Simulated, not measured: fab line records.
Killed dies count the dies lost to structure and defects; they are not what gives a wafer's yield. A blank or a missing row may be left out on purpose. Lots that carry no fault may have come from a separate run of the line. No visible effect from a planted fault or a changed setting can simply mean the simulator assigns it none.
One fault through the eyes of 2 desks | flow rit-cmos | each desk has only its own numbers; what lay behind them comes last

AT THE METROLOGY DESK
What the gauges read, lot by lot, whatever tool the lot ran on: means of the sampled wafers that have a number. The brackets show how far a lot's mean lies from the usual mean; more than 4 standard deviations puts the lot out of limits, marked OUT.
Columns: A = REOX_OXIDE_THK at RIT_REOX_THK_MEAS_04, usual 25.1 nm
lot  | first seen here | A
L674 | day 2 22:29     | 25.3
L675 | day 3 04:16     | 25.4
L676 | day 3 11:45     | 24.8
L677 | day 3 16:06     | 24.9
L679 | day 3 22:57     | 24.9
L680 | day 4 03:13     | 25.1
L681 | day 4 05:04     | 25.0
L685 | day 5 00:44     | 12.4 (-33) OUT
L686 | day 5 05:40     | 11.8 (-34) OUT
L687 | day 5 11:10     | 25.5
L690 | day 6 01:13     | 25.1
L691 | day 6 06:39     | 24.7
L694 | day 6 21:20     | 25.2
L695 | day 7 00:33     | 24.9
This desk finds L685, L686 out of limits, with the earliest case on L685 at day 5 00:44 (REOX_OXIDE_THK at RIT_REOX_THK_MEAS_04). Within limits: L674, L675, L676, L677, L679, L680, L681, L687, L690, L691, L694, L695.

TOOL OWNER'S DESK, furnace-02
The tool's own readings at RIT_REOX_OXIDATION_03 (target thk 25.2 nm, ox time 5580 s): means of the sampled wafers that have a number, for each lot that ran on this tool. The brackets show how far a lot's mean lies from the usual mean; more than 4 standard deviations puts the lot out of limits, marked OUT.
Columns: A = spike-tc-centre-C at RIT_REOX_OXIDATION_03, usual 902.5 C; B = spike-tc-load-C at RIT_REOX_OXIDATION_03, usual 928 C; C = spike-tc-source-C at RIT_REOX_OXIDATION_03, usual 925.9 C; D = tube-center-temp-C at RIT_REOX_OXIDATION_03, usual 900 C; E = tube_center_temp_C_max at RIT_REOX_OXIDATION_03, usual 902.4
lot  | first seen here | A               | B             | C               | D                     | E
L674 | day 2 19:56     | 901.5           | 929           | 924.7           | 900                   | 902.7
L676 | day 3 09:12     | 901.5           | 930           | 923.5           | 900                   | 902.4
L677 | day 3 13:32     | 902.0           | 931           | 924.1           | 900                   | 902.0
L679 | day 3 20:23     | 901.8           | 929           | 923.0           | 900                   | 902.4
L680 | day 4 00:40     | 901.5           | 931           | 923.0           | 900                   | 902.1
L685 | day 4 22:10     | 836.5 (-55) OUT | 864 (-16) OUT | 857.4 (-33) OUT | 834 (-99 or more) OUT | 837.1 (-99 or more) OUT
L686 | day 5 03:06     | 836.4 (-55) OUT | 864 (-16) OUT | 856.9 (-33) OUT | 834 (-99 or more) OUT | 836.7 (-99 or more) OUT
This desk's finding: out of limits on L685, L686; first on L685, day 4 22:10 (spike-tc-centre-C at RIT_REOX_OXIDATION_03). Within limits: L674, L676, L677, L679, L680.

ALL TOGETHER
At day 4 22:10, on L685, L686, the tool owner's desk was in a position to raise an alarm.
At day 5 00:44 the metrology desk could have sounded an alarm, on L685, L686.
On furnace-02, each named lot ran RIT_REOX_OXIDATION_03.

WHAT THE SIMULATOR HAD PUT IN
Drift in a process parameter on furnace-02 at RIT_REOX_OXIDATION_03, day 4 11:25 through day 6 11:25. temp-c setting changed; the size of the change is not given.
Struck lots among those shown: L685, L686.
Time in hours from fault onset to the first out-of-limits reading at each desk: tool owner's desk 11, metrology desk 13.
